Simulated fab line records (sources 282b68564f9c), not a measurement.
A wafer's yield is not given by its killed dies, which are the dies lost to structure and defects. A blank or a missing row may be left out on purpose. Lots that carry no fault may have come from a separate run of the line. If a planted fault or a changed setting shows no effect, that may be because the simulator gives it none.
fab line records	flow rit_cmos
record lots=13	wafers=39	last_day=7
route steps=202 shown M1@196
lots with no fault: from the same line, run without faults
start_h: start of the lot's first displayed wafer, in hours after the record's first day	wait_h: how many hours have passed since the lot's step before this one	" as in the row above	L1.1+2: one row covering several wafers at once	- no value, or no start given	* or withheld: withheld	< > ~ a bound
route shown NAME@n: names a module that has steps shown in the file, with the first one's number in the route	usual: average and standard deviation across the fault-free wafers	same: alike in all rows	chamber/n: place in a boat	sites: each site's reading	_std_site: standard deviation across them	_edge_site: outer sites' mean less inner sites'	radius_mm: how far each site lies from the wafer's centre	mask NAME#n: copy n	behind: the tool/chamber that last shaped the wafer	hold: the reason the lot was held/the length of the hold in hours/how it ended	device: the n, p or np transistor that did not switch	end of line: at the end of the route, the tests of the same wafers	a step with no rows: only its recipe	killed: not the wafer's yield, but the dies lost to structure and defects at the first sort	map: the dies of a wafer, with x for killed, . for not killed, _ for no die there
set.NAME: setting as actually run; set.NAME@STEP: the setting as run at that earlier step	model.NAME: the simulator's own value behind a step, which no gauge read
one table for each step of the route and one row for each wafer, over a sample of lots
services: from which hour (start_h, from the record's first day; less than 0 if before it) a tool's chamber was out of use, for how many hours, and why
## steps
# step RIT_M1_METAL_ETCH_12
# recipe stop_on=SiO2	chemistry=Cl2/BCl3	target=Al	time_s=165	over_etch_frac=0.5	pressure_mtorr=100	target_depth_a=6000	rf_w=250	Cl2_flow_sccm=60	bcl3_flow_sccm=50
# usual bcl3_flow_sccm=50.00/0.18	drypump_motor_current_A=5.9/0.54	oes_product_au=0.779/0.016	over_etch_frac=0.5/0	throttle_valve_pct=8.27/0.1
lot.wafer	tool	chamber	start_h	wait_h	bcl3_flow_sccm	drypump_motor_current_A	oes_product_au	over_etch_frac	rf_hours_counter_h	throttle_valve_pct
L281.1	rie_metal-01	0	86.50	0.2	49.71	4.8	0.770	0.5	5	8.35
L281.4	"	0	"	"	49.75	4.9	0.777	0.5	-	8.35
L281.6	"	0	"	"	49.64	4.9	0.782	0.5	-	8.36
L282.1	rie_metal-03	0	92.12	0.2	49.97	6.0	0.766	0.5	34	8.40
L282.3	"	0	"	"	49.98	6.0	0.757	0.5	-	8.41
L282.6	"	0	"	"	50.19	6.0	0.766	0.5	-	8.41
L283.2	rie_metal-02	0	98.56	0.2	49.96	6.3	0.807	0.5	-	8.11
L283.3	"	0	"	"	49.56	6.3	0.803	0.5	-	8.12
L283.5	"	0	"	"	49.94	6.3	0.797	0.5	-	8.11
L285.3	rie_metal-01	1	104.27	0.2	49.92	6.2	0.853	0.31977	-	8.20
L285.4	"	0	"	"	49.72	4.9	0.773	0.5	-	8.34
L285.5	"	1	"	"	50.23	6.2	0.843	0.31977	-	8.18
L288.1	rie_metal-03	0	121.57	0.2	49.83	6.0	0.783	0.5	34	8.41
L288.2	"	1	"	"	50.33	6.2	0.787	0.5	36	8.29
L288.3	"	0	"	"	49.84	6.0	0.780	0.5	-	8.41
L289.2	rie_metal-02	0	124.84	0.2	49.76	6.4	0.804	0.5	1	8.11
L289.3	"	1	"	"	50.25	6.2	0.755	0.5	-	8.20
L289.5	"	1	"	"	50.15	6.1	0.754	0.5	-	8.21
L290.1	rie_metal-01	0	131.20	0.2	49.96	4.9	0.770	0.5	5	8.36
L290.2	"	0	"	"	50.10	4.9	0.762	0.5	-	8.34
L290.3	"	0	"	"	50.07	4.9	0.763	0.5	-	8.36
L291.1	rie_metal-03	1	133.42	0.2	50.16	6.2	0.780	0.5	36	8.29
L291.3	"	0	"	"	50.05	6.0	0.781	0.5	-	8.41
L291.4	"	1	"	"	49.84	6.2	0.787	0.5	-	8.29
L292.2	rie_metal-02	0	136.74	0.2	50.05	6.3	0.803	0.5	2	8.11
L292.4	"	0	"	"	50.00	6.3	0.801	0.5	-	8.10
L292.5	"	0	"	"	50.08	6.3	0.803	0.5	-	8.12
L294.1	rie_metal-02	1	152.01	0.2	50.00	6.2	0.740	0.5	1	8.20
L294.2	"	0	"	"	49.67	6.3	0.799	0.5	2	8.11
L294.5	"	0	"	"	49.92	6.3	0.800	0.5	-	8.13
L296.2	rie_metal-03	1	162.16	0.2	49.76	6.2	0.771	0.5	0	8.28
L296.3	"	0	"	"	50.06	6.0	0.801	0.5	-	8.41
L296.5	"	0	"	"	49.93	6.0	0.804	0.5	-	8.41
L297.1	rie_metal-02	0	166.19	0.2	49.81	6.3	0.796	0.5	2	8.12
L297.3	"	1	"	"	49.63	6.1	0.746	0.5	-	8.23
L297.6	"	0	"	"	49.96	6.3	0.798	0.5	-	8.11
L299.1	rie_metal-03	1	171.43	0.2	49.65	6.2	0.778	0.5	0	8.30
L299.2	"	0	"	"	49.84	6.0	0.788	0.5	0	8.39
L299.4	"	0	"	"	50.00	6.0	0.782	0.5	-	8.42
# step RIT_M1_PROBE_99
# usual defect_limited_yield=97.4/1.1	killed_at_contacts=0.1/0.31	killed_at_front_end=7/3	killed_dies=7/3	killed_on_rim=1.8/1.2	killed_open=3.2/1.9	killed_short=3.6/2.2	sort_bin_3_pad_short=0.1/0.24	sort_bin_5_function=1.5/0.78	sort_bin_6_memory=1.0/0.66	sort_n_pass=257/3	sort_yield_pct=97.4/1.1
# same gross_dies=264	killed_at_M0_to_M3=0	killed_at_M4_up=0	killed_at_back_side=0	killed_at_other=0
lot.wafer	tool	chamber	start_h	wait_h	defect_limited_yield[%]	killed_at_contacts	killed_at_front_end	killed_dies	killed_on_rim	killed_open	killed_short	sort_bin_3_pad_short[%]	sort_bin_5_function[%]	sort_bin_6_memory[%]	sort_n_pass	sort_yield_pct[%]
L281.1	prober-01	-	88.76	0.1	94.7	0	14	14	3	9	5	0.8	2.3	2.3	250	94.7
L281.4	prober-01	-	88.91	0.2	98.9	0	3	3	0	2	1	0	0.8	0.4	261	98.9
L281.6	prober-01	-	89.01	0.2	97.7	0	6	6	1	5	1	0	1.1	1.1	258	97.7
L282.1	prober-02	-	94.39	0.1	97.3	0	7	7	2	3	4	0	2.3	0.4	257	97.3
L282.3	prober-02	-	94.49	0.2	96.2	0	10	10	4	5	5	0	2.3	1.5	254	96.2
L282.6	prober-02	-	94.64	0.2	94.3	0	15	15	1	10	5	0	3.4	2.3	249	94.3
L283.2	prober-01	-	100.99	0.1	97.0	0	8	8	3	3	5	0	1.1	1.9	256	97.0
L283.3	prober-01	-	101.04	0.2	98.1	0	5	5	1	5	0	0	0.8	1.1	259	98.1
L283.5	prober-01	-	101.14	0.2	97.0	0	8	8	1	4	4	0	2.7	0.4	256	97.0
L285.3	prober-02	-	106.58	0.2	98.5	0	4	4	1	2	2	0	0	1.5	260	98.5
L285.4	prober-02	-	106.63	0.2	98.1	0	5	5	2	3	2	0	1.5	0.4	259	98.1
L285.5	prober-02	-	106.68	0.2	97.0	0	8	8	2	3	5	0	1.5	1.5	256	97.0
L288.1	prober-02	-	123.99	0.1	97.3	0	7	7	1	1	6	0	1.1	1.5	257	97.3
L288.2	prober-02	-	124.04	0.1	95.8	0	11	11	2	5	6	0	1.9	2.3	253	95.8
L288.3	prober-02	-	124.09	0.2	96.2	0	10	10	3	4	6	0	2.3	1.5	254	96.2
L289.2	prober-01	-	127.16	0.1	96.2	0	10	10	1	5	5	0	2.3	1.5	254	96.2
L289.3	prober-01	-	127.21	0.2	98.1	1	4	5	2	4	1	0	0.8	1.1	259	98.1
L289.5	prober-01	-	127.31	0.2	97.7	0	6	6	2	4	2	0	1.1	1.1	258	97.7
L290.1	prober-02	-	133.79	0.1	97.0	0	8	8	0	2	6	0	1.9	1.1	256	97.0
L290.2	prober-02	-	133.84	0.1	97.3	0	7	7	2	3	4	0.8	1.9	0	257	97.3
L290.3	prober-02	-	133.89	0.2	96.2	1	9	10	1	4	6	0.4	1.1	2.3	254	96.2
L291.1	prober-01	-	135.84	0.1	96.6	0	9	9	2	5	3	0.4	2.3	0.8	255	96.6
L291.3	prober-01	-	135.94	0.2	98.9	0	3	3	1	2	1	0	0.4	0.8	261	98.9
L291.4	prober-01	-	135.99	0.2	98.5	0	4	4	1	2	2	0.4	1.1	0	260	98.5
L292.2	prober-02	-	139.04	0.1	96.2	1	9	10	4	2	8	0	1.9	1.9	254	96.2
L292.4	prober-02	-	139.14	0.2	96.2	0	10	10	3	7	3	0.4	1.9	1.5	254	96.2
L292.5	prober-02	-	139.19	0.2	95.5	0	12	12	3	4	8	0.8	1.9	1.9	252	95.5
L294.1	prober-02	-	154.26	0.1	97.0	0	8	8	3	5	3	0	2.7	0.4	256	97.0
L294.2	prober-02	-	154.31	0.1	95.1	0	13	13	4	9	4	0	3.0	1.9	251	95.1
L294.5	prober-02	-	154.46	0.2	97.0	0	8	8	0	3	5	0	1.1	1.9	256	97.0
L296.2	prober-02	-	164.46	0.1	98.9	0	3	3	2	2	1	0	0	1.1	261	98.9
L296.3	prober-02	-	164.51	0.2	98.1	0	5	5	2	3	2	0	1.5	0.4	259	98.1
L296.5	prober-02	-	164.61	0.2	98.5	0	4	4	2	2	2	0	0.4	1.1	260	98.5
L297.1	prober-01	-	168.44	0.1	96.6	1	8	9	2	3	6	0	2.7	0.8	255	96.6
L297.3	prober-01	-	168.54	0.2	94.3	0	15	15	3	6	9	0	3.0	2.7	249	94.3
L297.6	prober-01	-	168.69	0.2	97.7	1	5	6	1	1	5	0	1.9	0.4	258	97.7
L299.1	prober-01	-	174.22	0.1	97.0	0	8	8	3	5	3	0	2.3	0.8	256	97.0
L299.2	prober-01	-	174.27	0.1	98.5	0	4	4	3	2	2	0	0	1.5	260	98.5
L299.4	prober-01	-	174.37	0.2	98.9	0	3	3	0	2	1	0	0.8	0.4	261	98.9
# killed by level:class
L281.1 GATE:geometric_particle:open=5 FOX1:geometric_particle:short=3 FOX1:geometric_particle:open=1 FOX2:geometric_particle:open=1 FOX2:geometric_particle:short=1 REOX:geometric_particle:open=1 SPACER:geometric_particle:short=1 SPACER:geometric_particle:open=1
L281.4 FOX1:geometric_particle:open=1 SPACER:geometric_particle:short=1 SPACER:geometric_particle:open=1
L281.6 FOX1:geometric_particle:open=2 SPACER:geometric_particle:open=2 FOX2:geometric_particle:short=1 GATE:geometric_particle:open=1
L282.1 FOX2:geometric_particle:short=1 FOX2:geometric_particle:open=1 GATE:geometric_particle:short=1 GATE:geometric_particle:open=1 REOX:geometric_particle:short=1 SPACER:geometric_particle:open=1 SILICIDE:geometric_particle:short=1
L282.3 GATE:geometric_particle:short=2 GATE:geometric_particle:open=2 REOX:geometric_particle:short=2 SPACER:geometric_particle:open=2 REOX:geometric_particle:open=1 SPACER:geometric_particle:short=1
L282.6 GATE:geometric_particle:open=6 FOX2:geometric_particle:short=2 REOX:geometric_particle:open=2 FOX1:geometric_particle:short=1 FOX1:geometric_particle:open=1 GATE:geometric_particle:short=1 SPACER:geometric_particle:short=1 SPACER:geometric_particle:open=1
L283.2 FOX1:geometric_particle:open=2 GATE:geometric_particle:short=2 FOX1:geometric_particle:short=1 FOX2:geometric_particle:short=1 REOX:geometric_particle:open=1 SILICIDE:geometric_particle:short=1
L283.3 FOX1:geometric_particle:open=2 FOX2:geometric_particle:open=1 GATE:geometric_particle:open=1 SPACER:geometric_particle:open=1
L283.5 REOX:geometric_particle:short=3 REOX:geometric_particle:open=3 FOX1:geometric_particle:short=1 GATE:geometric_particle:open=1
L285.3 GATE:geometric_particle:short=2 FOX2:geometric_particle:open=1 SPACER:geometric_particle:open=1
L285.4 FOX2:geometric_particle:short=1 GATE:geometric_particle:open=1 GATE:geometric_particle:short=1 REOX:geometric_particle:open=1 SILICIDE:geometric_particle:open=1
L285.5 GATE:geometric_particle:open=3 GATE:geometric_particle:short=3 REOX:geometric_particle:short=1 SILICIDE:geometric_particle:short=1
L288.1 FOX1:geometric_particle:short=3 SPACER:geometric_particle:short=2 FOX1:geometric_particle:open=1 GATE:geometric_particle:short=1
L288.2 FOX2:geometric_particle:open=2 FOX2:geometric_particle:short=2 GATE:geometric_particle:short=2 FOX1:geometric_particle:open=1 GATE:geometric_particle:open=1 REOX:geometric_particle:short=1 REOX:geometric_particle:open=1 SILICIDE:geometric_particle:short=1
L288.3 GATE:geometric_particle:short=3 FOX2:geometric_particle:open=2 FOX2:geometric_particle:short=1 GATE:geometric_particle:open=1 REOX:geometric_particle:open=1 SPACER:geometric_particle:short=1 SILICIDE:geometric_particle:short=1
L289.2 SILICIDE:geometric_particle:open=3 SILICIDE:geometric_particle:short=2 FOX2:geometric_particle:open=1 FOX2:geometric_particle:short=1 GATE:geometric_particle:short=1 REOX:geometric_particle:open=1 REOX:geometric_particle:short=1
L289.3 GATE:geometric_particle:open=2 REOX:geometric_particle:open=1 SILICIDE:geometric_particle:open=1 CONTACT:geometric_particle:short=1
L289.5 GATE:geometric_particle:open=2 GATE:geometric_particle:short=2 REOX:geometric_particle:open=1 SILICIDE:geometric_particle:open=1
L290.1 GATE:geometric_particle:short=4 GATE:geometric_particle:open=2 SPACER:geometric_particle:short=1 SILICIDE:geometric_particle:short=1
L290.2 SPACER:geometric_particle:short=2 SPACER:geometric_particle:open=2 FOX1:geometric_particle:open=1 FOX2:geometric_particle:short=1 GATE:geometric_particle:short=1
L290.3 REOX:geometric_particle:open=3 FOX1:geometric_particle:short=2 GATE:geometric_particle:open=1 GATE:geometric_particle:short=1 SPACER:geometric_particle:short=1 SILICIDE:geometric_particle:short=1 CONTACT:geometric_particle:short=1
L291.1 FOX1:geometric_particle:short=3 REOX:geometric_particle:open=2 SILICIDE:geometric_particle:open=2 GATE:geometric_particle:open=1 NRETRO:coat_microbubble_printed=1
L291.3 GATE:geometric_particle:open=1 REOX:geometric_particle:short=1 SPACER:geometric_particle:open=1
L291.4 REOX:geometric_particle:short=2 FOX2:geometric_particle:open=1 REOX:geometric_particle:open=1
L292.2 GATE:geometric_particle:short=3 FOX1:geometric_particle:short=2 FOX2:geometric_particle:short=1 REOX:geometric_particle:open=1 SPACER:geometric_particle:open=1 SILICIDE:geometric_particle:short=1 CONTACT:geometric_particle:short=1
L292.4 GATE:geometric_particle:open=2 GATE:geometric_particle:short=2 SPACER:geometric_particle:open=2 SILICIDE:geometric_particle:open=2 FOX1:geometric_particle:open=1 SILICIDE:geometric_particle:short=1
L292.5 GATE:geometric_particle:short=5 FOX1:geometric_particle:short=2 GATE:geometric_particle:open=2 REOX:geometric_particle:open=1 SPACER:geometric_particle:short=1 SILICIDE:geometric_particle:open=1
L294.1 FOX1:geometric_particle:open=4 FOX1:geometric_particle:short=1 FOX2:geometric_particle:short=1 GATE:geometric_particle:open=1 SPACER:geometric_particle:short=1
L294.2 GATE:geometric_particle:open=6 FOX2:geometric_particle:short=2 GATE:geometric_particle:short=2 REOX:geometric_particle:open=2 FOX1:geometric_particle:open=1
L294.5 GATE:geometric_particle:short=4 FOX2:geometric_particle:open=1 GATE:geometric_particle:open=1 SPACER:geometric_particle:open=1 SPACER:geometric_particle:short=1
L296.2 GATE:geometric_particle:open=1 REOX:geometric_particle:short=1 REOX:geometric_particle:open=1
L296.3 FOX1:geometric_particle:open=1 FOX2:geometric_particle:short=1 REOX:geometric_particle:short=1 SPACER:geometric_particle:open=1 SILICIDE:geometric_particle:open=1
L296.5 GATE:geometric_particle:open=1 GATE:geometric_particle:short=1 REOX:geometric_particle:short=1 REOX:geometric_particle:open=1
L297.1 SPACER:geometric_particle:short=3 GATE:geometric_particle:open=2 GATE:geometric_particle:short=1 REOX:geometric_particle:open=1 SILICIDE:geometric_particle:short=1 CONTACT:geometric_particle:short=1
L297.3 GATE:geometric_particle:short=4 GATE:geometric_particle:open=3 SPACER:geometric_particle:open=2 SPACER:geometric_particle:short=2 ACTIVE:geometric_particle:short=1 FOX1:geometric_particle:open=1 FOX2:geometric_particle:short=1 REOX:geometric_particle:short=1
L297.6 GATE:geometric_particle:short=2 SPACER:geometric_particle:short=2 SPACER:geometric_particle:open=1 CONTACT:geometric_particle:short=1
L299.1 GATE:geometric_particle:short=2 GATE:geometric_particle:open=2 FOX1:geometric_particle:open=1 FOX2:geometric_particle:open=1 REOX:geometric_particle:short=1 REOX:geometric_particle:open=1
L299.2 FOX1:geometric_particle:short=1 GATE:geometric_particle:open=1 REOX:geometric_particle:short=1 SPACER:geometric_particle:open=1
L299.4 REOX:geometric_particle:open=1 REOX:geometric_particle:short=1 SPACER:geometric_particle:open=1
## services
tool	chamber	start_h	hours	kind
rie_metal-02	1	84.95	27.4	repair
rie_metal-01	1	113.16	18.3	repair
rie_metal-03	-	115.71	0.7	repair
rie_metal-03	-	136.12	20.0	pm
rie_metal-03	0	136.12	20.0	vent_cycle
rie_metal-03	1	136.12	20.0	vent_cycle
rie_metal-03	0	156.12	-	clean
rie_metal-03	1	156.12	-	clean
## key
first_sign step=RIT_M1_METAL_ETCH_12	reading=over_etch_frac	direction=down	sigmas=99+	usual=0.5	struck=0.31977
effect step=RIT_M1_METAL_ETCH_12	reading=oes_product_au	direction=up	sigmas=4.3	usual=0.779	struck=0.848
met_at RIT_M1_METAL_ETCH_12
struck_lots L285
struck_wafers L285.3,L285.5
fault kind=process_parameter_drift	tool=rie_metal-01	chamber=1	onset_h=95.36	steps=RIT_M1_METAL_ETCH_12	channel=over_etch_frac	offset=-0.18023	shape=step	end_h=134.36	stated=0.5
